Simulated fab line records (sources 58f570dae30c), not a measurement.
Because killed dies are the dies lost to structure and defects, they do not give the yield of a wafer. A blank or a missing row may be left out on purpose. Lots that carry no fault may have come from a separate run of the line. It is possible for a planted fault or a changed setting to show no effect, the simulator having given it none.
Lot-split experiment | flow berkeley cmos170 | route with 331 steps; 5 lots, 23 wafers read

THE SPLIT ITSELF
At UCB170_PSD_IMPLANT_08, the setting dose cm2 was moved away from the recipe's 3e+15 on 7 of the 23 wafers read, by -4.7% to +5.9%. The other wafers ran this setting at the recipe's value.

FROM THE SPLIT TO THE READING: what the file shows between them, 5 steps
- UCB170_PSD_STRIP_09: strips in O2
- UCB170_NSD_IMPLANT_08 (also split here: tilt deg)
- UCB170_NSD_STRIP_09: strips in O2
- UCB170_SDANNEAL_RTA_00: time 10 s
- UCB170_SDANNEAL_RTA_01: time 5 s

THE READING
Measured at UCB170_SDANNEAL_RS_MEAS_02 by four-point probe: PSD_RS, in ohm/sq. Typical for fault-free wafers on this fab line: 75.7 ohm/sq, with standard deviation 0.37 ohm/sq.

wafer  | tool, chamber at the split | dose cm2 as run | against the recipe | PSD_RS, ohm/sq | against lot-mates on the recipe
L074.1 | implanter-01, 0            | 3.176e+15       | +5.9%              | 72.3           | -3.4
L074.3 | implanter-01, 0            | 3.176e+15       | +5.9%              | 72.3           | -3.4
L074.4 | implanter-01, 0            | 3e+15           | recipe             | 75.6           | -
L074.5 | implanter-01, 0            | 3e+15           | recipe             | 75.6           | -
L074.6 | implanter-01, 0            | 3e+15           | recipe             | 75.9           | -
L077.2 | implanter-02, 0            | 3e+15           | recipe             | 75.7           | -
L077.3 | implanter-02, 0            | 2.859e+15       | -4.7%              | 78.5           | +2.8
L077.4 | implanter-02, 0            | 3e+15           | recipe             | 75.7           | -
L077.5 | implanter-02, 0            | 2.859e+15       | -4.7%              | 78.2           | +2.5
L077.6 | implanter-02, 0            | 2.859e+15       | -4.7%              | 78.4           | +2.7
L081.2 | implanter-02, 0            | 3e+15           | recipe             | 75.7           | -
L081.3 | implanter-02, 0            | 3e+15           | recipe             | 75.6           | -
L081.4 | implanter-02, 0            | 3e+15           | recipe             | 75.7           | -
L081.5 | implanter-02, 0            | 3e+15           | recipe             | 75.6           | -
L081.6 | implanter-02, 0            | 3e+15           | recipe             | 75.3           | -
L084.1 | implanter-04, 0            | 3e+15           | recipe             | 75.7           | -
L084.4 | implanter-04, 0            | 3e+15           | recipe             | 75.7           | -
L084.5 | implanter-04, 0            | 3e+15           | recipe             | 75.9           | -
L085.1 | implanter-04, 0            | 3e+15           | recipe             | 75.6           | -
L085.3 | implanter-04, 0            | 3e+15           | recipe             | 75.6           | -
L085.4 | implanter-04, 0            | 3e+15           | recipe             | 75.4           | -
L085.5 | implanter-04, 0            | 2.888e+15       | -3.7%              | 77.6           | +2.1
L085.6 | implanter-04, 0            | 2.888e+15       | -3.7%              | 77.6           | +2.1

FIT RESULTS
A straight line over all 23 wafers: PSD_RS changes by -0.566 ohm/sq for each +1% of dose cm2; r = -1.00; the points scatter about the line by 0.15 ohm/sq.
The same after taking each lot's own level away (the mean of its wafers on the recipe; 23 wafers): -0.571 ohm/sq for each +1%; r = -1.00; scatter 0.12 ohm/sq.
The reading moves by 3.3 ohm/sq for the largest change in dose cm2, on that fit.
The span of the lots' own levels, 75.53 to 75.77 ohm/sq, comes to 0.6 times the standard deviation stated above.
So the lot-to-lot level changes the slope little: the two slopes agree.
Check: for one of the wafers moved furthest among these (+5.9%), held out of the fit, the line's prediction against its lot-mates is -3.35 ohm/sq. It came out at -3.4 ohm/sq against them.

ADDITIONAL SPLITS CARRIED BY THESE WAFERS
Other splits were also applied to these wafers ahead of the reading. Each is held against what the fit with the lots' levels taken away leaves over:
other split on the same wafers       | wafers away from the commonest value | r with PSD_RS (lot level and that fit taken away)
UCB170_NVT_IMPLANT_07 energy kev     | 4                                    | -0.09
UCB170_PVT_STRIP_08 overash fraction | 10                                   | +0.19
UCB170_GATE_COAT_07 spin rpm         | 5                                    | +0.08
UCB170_GATE_ETCH_15 over etch frac   | 10                                   | +0.35
UCB170_NSD_IMPLANT_08 tilt deg       | 7                                    | -0.15

THE WHOLE CHAIN: every reading that the file lists as answering this split, in the file's order
step                       | what it does                 | reading                  | change (the file's fit)              | r (the file's)
UCB170_PSD_STRIP_09        | strips in O2                 | strip time to endpoint s | withheld for each +1% of the setting | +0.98
UCB170_SDANNEAL_RS_MEAS_02 | measures by four-point-probe | PSD_RS                   | -0.572 for each +1% of the setting   | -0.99

FILE'S OWN FIT
PSD_RS changes by -0.572 ohm/sq for each +1% of dose cm2, r = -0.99.
